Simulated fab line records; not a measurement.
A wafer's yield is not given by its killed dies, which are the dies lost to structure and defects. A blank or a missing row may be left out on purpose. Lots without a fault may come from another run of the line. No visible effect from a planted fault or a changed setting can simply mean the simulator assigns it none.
What tool caused it? :: flow berkeley_cmos170 :: 15 lots with 45 wafers sampled at 5 steps, on a route of 331 steps

WHAT THE GAUGES SHOWED, per wafer
UCB170_V1_OVL_MEAS_13.
lot: L834
measured: day 7 09:23
on: overlay-01
V1_OVL (nm): -5 -4 1

lot: L832
measured: day 7 09:50
on: overlay-02
V1_OVL (nm): 5 12 11

lot: L833
measured: day 7 10:06
on: overlay-02
V1_OVL (nm): -1 2 -1

lot: L836
measured: day 7 17:38
on: overlay-01
V1_OVL (nm): -4 3 -5

lot: L835
measured: day 7 17:52
on: overlay-02
V1_OVL (nm): 2 5 1

lot: L839
measured: day 9 00:07
on: overlay-02
V1_OVL (nm): -7 -5 10

lot: L841
measured: day 9 14:21
on: overlay-01
V1_OVL (nm): 8 8 0

lot: L840
measured: day 9 14:37
on: overlay-02
V1_OVL (nm): -7 -2 -5

lot: L844
measured: day 10 03:17
on: overlay-01
V1_OVL (nm): 3 -5 4

lot: L850
measured: day 11 14:26
on: overlay-02
V1_OVL (nm): -3 -5 -5

lot: L851
measured: day 11 14:39
on: overlay-02
V1_OVL (nm): 1 6 -2

lot: L852
measured: day 11 21:05
on: overlay-01
V1_OVL (nm): -4 0 -2

lot: L853
measured: day 11 21:16
on: overlay-01
V1_OVL (nm): 5 8 0

lot: L854
measured: day 12 16:10
on: overlay-02
V1_OVL (nm): 1 8 6

lot: L855
measured: day 12 17:01
on: overlay-02
V1_OVL (nm): 2 5 0

UCB170_V2_THK_MEAS_01.
lot: L834
measured: day 7 13:08
on: film_metro-02
V2_TEOS_THK (nm): 1982 2005 1948

lot: L832
measured: day 7 13:44
on: film_metro-04
V2_TEOS_THK (nm): 1958 1982 1968

lot: L833
measured: day 7 14:11
on: film_metro-04
V2_TEOS_THK (nm): 1968 2028 1973

lot: L836
measured: day 7 20:44
on: film_metro-03
V2_TEOS_THK (nm): 1992 1998 1967

lot: L835
measured: day 7 20:59
on: film_metro-04
V2_TEOS_THK (nm): 2016 2006 2024

lot: L839
measured: day 9 03:28
on: film_metro-04
V2_TEOS_THK (nm): 1932 1547 1985

lot: L841
measured: day 9 17:28
on: film_metro-02
V2_TEOS_THK (nm): 1948 1558 1962

lot: L840
measured: day 9 17:53
on: film_metro-04
V2_TEOS_THK (nm): 1987 1943 1959

lot: L844
measured: day 10 06:25
on: film_metro-02
V2_TEOS_THK (nm): 1951 1587 1995

lot: L850
measured: day 11 17:55
on: film_metro-03
V2_TEOS_THK (nm): 1975 1952 1962

lot: L851
measured: day 11 17:59
on: film_metro-04
V2_TEOS_THK (nm): 1986 1989 1998

lot: L852
measured: day 12 00:29
on: film_metro-02
V2_TEOS_THK (nm): 1945 1986 1956

lot: L853
measured: day 12 03:04
on: film_metro-02
V2_TEOS_THK (nm): 2007 1977 1990

lot: L854
measured: day 12 19:47
on: film_metro-02
V2_TEOS_THK (nm): 1965 2012 2021

lot: L855
measured: day 12 20:44
on: film_metro-04
V2_TEOS_THK (nm): 1974 1983 2004

UCB170_M3_THK_MEAS_03: measures by xrf.
lot: L834
measured: day 7 15:38
on: film_metro-02
M3_AL_THK (nm): 904 898 901

lot: L832
measured: day 7 16:14
on: film_metro-02
M3_AL_THK (nm): 887 899 888

lot: L833
measured: day 7 16:41
on: film_metro-04
M3_AL_THK (nm): 893 885 896

lot: L836
measured: day 7 23:08
on: film_metro-01
M3_AL_THK (nm): 875 874 872

lot: L835
measured: day 7 23:29
on: film_metro-02
M3_AL_THK (nm): 889 892 891

lot: L839
measured: day 9 05:59
on: film_metro-04
M3_AL_THK (nm): 897 907 903

lot: L841
measured: day 9 20:28
on: film_metro-04
M3_AL_THK (nm): 895 894 897

lot: L840
measured: day 9 20:53
on: film_metro-02
M3_AL_THK (nm): 905 901 894

lot: L844
measured: day 10 09:39
on: film_metro-02
M3_AL_THK (nm): 882 877 879

lot: L850
measured: day 11 20:35
on: film_metro-04
M3_AL_THK (nm): 885 871 890

lot: L851
measured: day 11 20:52
on: film_metro-04
M3_AL_THK (nm): 885 887 892

lot: L852
measured: day 12 03:32
on: film_metro-02
M3_AL_THK (nm): 900 898 889

lot: L853
measured: day 12 06:41
on: film_metro-04
M3_AL_THK (nm): 919 901 916

lot: L854
measured: day 12 23:16
on: film_metro-01
M3_AL_THK (nm): 893 899 891

lot: L855
measured: day 13 00:14
on: film_metro-01
M3_AL_THK (nm): 890 899 895

TOOL THAT RAN EACH LOT (tool first, then ch and the chambers of the sampled wafers, then the start)
lot: L834
UCB170_V2_CVD_00: pecvd-02 ch 0,1,2, day 7 13:01
UCB170_M3_SPUTTER_01: pvd_sputter-01, day 7 15:24

lot: L832
UCB170_V2_CVD_00: pecvd-03 ch 0,2, day 7 13:29
UCB170_M3_SPUTTER_01: pvd_sputter-04, day 7 16:02

lot: L833
UCB170_V2_CVD_00: pecvd-04 ch 0,1,2, day 7 14:01
UCB170_M3_SPUTTER_01: pvd_sputter-01, day 7 16:29

lot: L836
UCB170_V2_CVD_00: pecvd-03 ch 0,1,2, day 7 20:38
UCB170_M3_SPUTTER_01: pvd_sputter-02, day 7 22:54

lot: L835
UCB170_V2_CVD_00: pecvd-04 ch 0,1, day 7 20:49
UCB170_M3_SPUTTER_01: pvd_sputter-04, day 7 23:16

lot: L839
UCB170_V2_CVD_00: pecvd-03 ch 0,1,2, day 9 03:19
UCB170_M3_SPUTTER_01: pvd_sputter-02, day 9 05:47

lot: L841
UCB170_V2_CVD_00: pecvd-03 ch 0,1,2, day 9 17:17
UCB170_M3_SPUTTER_01: pvd_sputter-04, day 9 20:15

lot: L840
UCB170_V2_CVD_00: pecvd-02 ch 0,1,2, day 9 17:44
UCB170_M3_SPUTTER_01: pvd_sputter-02, day 9 20:41

lot: L844
UCB170_V2_CVD_00: pecvd-03 ch 0,1,2, day 10 06:16
UCB170_M3_SPUTTER_01: pvd_sputter-04, day 10 09:25

lot: L850
UCB170_V2_CVD_00: pecvd-02 ch 1,2, day 11 17:41
UCB170_M3_SPUTTER_01: pvd_sputter-02, day 11 20:23

lot: L851
UCB170_V2_CVD_00: pecvd-04 ch 0,1,2, day 11 17:49
UCB170_M3_SPUTTER_01: pvd_sputter-04, day 11 20:39

lot: L852
UCB170_V2_CVD_00: pecvd-02 ch 1,2, day 12 00:20
UCB170_M3_SPUTTER_01: pvd_sputter-04, day 12 03:20

lot: L853
UCB170_V2_CVD_00: pecvd-04 ch 0,1, day 12 02:55
UCB170_M3_SPUTTER_01: pvd_sputter-02, day 12 06:29

lot: L854
UCB170_V2_CVD_00: pecvd-02 ch 1,2, day 12 19:38
UCB170_M3_SPUTTER_01: pvd_sputter-02, day 12 23:04

lot: L855
UCB170_V2_CVD_00: pecvd-02 ch 0,1, day 12 20:35
UCB170_M3_SPUTTER_01: pvd_sputter-02, day 13 00:02
- UCB170_V2_CVD_00: deposits SiO2 from TEOS/O2, target thk 2000 nm, time 250 s.
- UCB170_M3_SPUTTER_01: material Al, target thk 900 nm, time 120 s.

WHAT THE TOOLS THEMSELVES READ (means of the sampled wafers that have a number; where no wafer has one, the mark that the record gives instead)
UCB170_V2_CVD_00.
lot: L834
tool: pecvd-02
heater_power_w (W): 203

lot: L832
tool: pecvd-03
heater_power_w (W): 193

lot: L833
tool: pecvd-04
heater_power_w (W): 215

lot: L836
tool: pecvd-03
heater_power_w (W): 192

lot: L835
tool: pecvd-04
heater_power_w (W): 212

lot: L839
tool: pecvd-03
heater_power_w (W): 223

lot: L841
tool: pecvd-03
heater_power_w (W): 247

lot: L840
tool: pecvd-02
heater_power_w (W): 237

lot: L844
tool: pecvd-03
heater_power_w (W): 216

lot: L850
tool: pecvd-02
heater_power_w (W): 189

lot: L851
tool: pecvd-04
heater_power_w (W): 198

lot: L852
tool: pecvd-02
heater_power_w (W): 195

lot: L853
tool: pecvd-04
heater_power_w (W): 200

lot: L854
tool: pecvd-02
heater_power_w (W): 221

lot: L855
tool: pecvd-02
heater_power_w (W): 294

UCB170_M3_SPUTTER_01.
lot: L834
tool: pvd_sputter-01
throttle_valve_pct (%): 30.3

lot: L832
tool: pvd_sputter-04
throttle_valve_pct (%): 30.2

lot: L833
tool: pvd_sputter-01
throttle_valve_pct (%): 30.0

lot: L836
tool: pvd_sputter-02
throttle_valve_pct (%): 31.2

lot: L835
tool: pvd_sputter-04
throttle_valve_pct (%): 29.6

lot: L839
tool: pvd_sputter-02
throttle_valve_pct (%): 28.9

lot: L841
tool: pvd_sputter-04
throttle_valve_pct (%): 30.0

lot: L840
tool: pvd_sputter-02
throttle_valve_pct (%): 29.5

lot: L844
tool: pvd_sputter-04
throttle_valve_pct (%): 30.9

lot: L850
tool: pvd_sputter-02
throttle_valve_pct (%): 28.9

lot: L851
tool: pvd_sputter-04
throttle_valve_pct (%): 30.6

lot: L852
tool: pvd_sputter-04
throttle_valve_pct (%): 30.1

lot: L853
tool: pvd_sputter-02
throttle_valve_pct (%): 29.0

lot: L854
tool: pvd_sputter-02
throttle_valve_pct (%): 30.9

lot: L855
tool: pvd_sputter-02
throttle_valve_pct (%): 31.0

THE ANSWER, worked out from the rows above alone
Rule: the usual values come from the lots themselves. The widest of any qualifying gaps counts: lots, ordered by their means at a reading, are off when they make up no more than a third of the lots, leave a main group of 4 or more, and stand apart from it by 3 or more times the standard deviation of that group's means. The tables above print the reading to a certain number of digits; a main group whose means all agree to those digits is not used. A lot without any number at a reading at which 4 lots or more have one is off too. Where the step has rows for the other lots, those lots are counted as sound. The gauges are gone through in route order, then the tools' own readings, and for those a lot's mean is taken as printed above. At the first step where some lot is off, the reading lying furthest off is the one used; lots without a number count as furthest.
Off: L839, L841, L844, seen at UCB170_V2_THK_MEAS_01 (V2_TEOS_THK). For the main group the mean is 1983 nm and the standard deviation 16.
A tool fits if, at a process step before that reading, it ran every lot that is off, and no sound lot after the first of them. Gauges at UCB170_V2_THK_MEAS_01: tried the same way as those tools. One fits: pecvd-03 at UCB170_V2_CVD_00. Its last sound lot is L836 (day 7 20:38), its first lot that is off L839 (day 9 03:19): a fault that began between those two fits.

WHAT HAD BEEN PUT IN BY THE SIMULATOR
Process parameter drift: pecvd-03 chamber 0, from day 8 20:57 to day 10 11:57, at UCB170_V2_CVD_00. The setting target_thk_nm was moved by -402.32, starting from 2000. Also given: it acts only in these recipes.
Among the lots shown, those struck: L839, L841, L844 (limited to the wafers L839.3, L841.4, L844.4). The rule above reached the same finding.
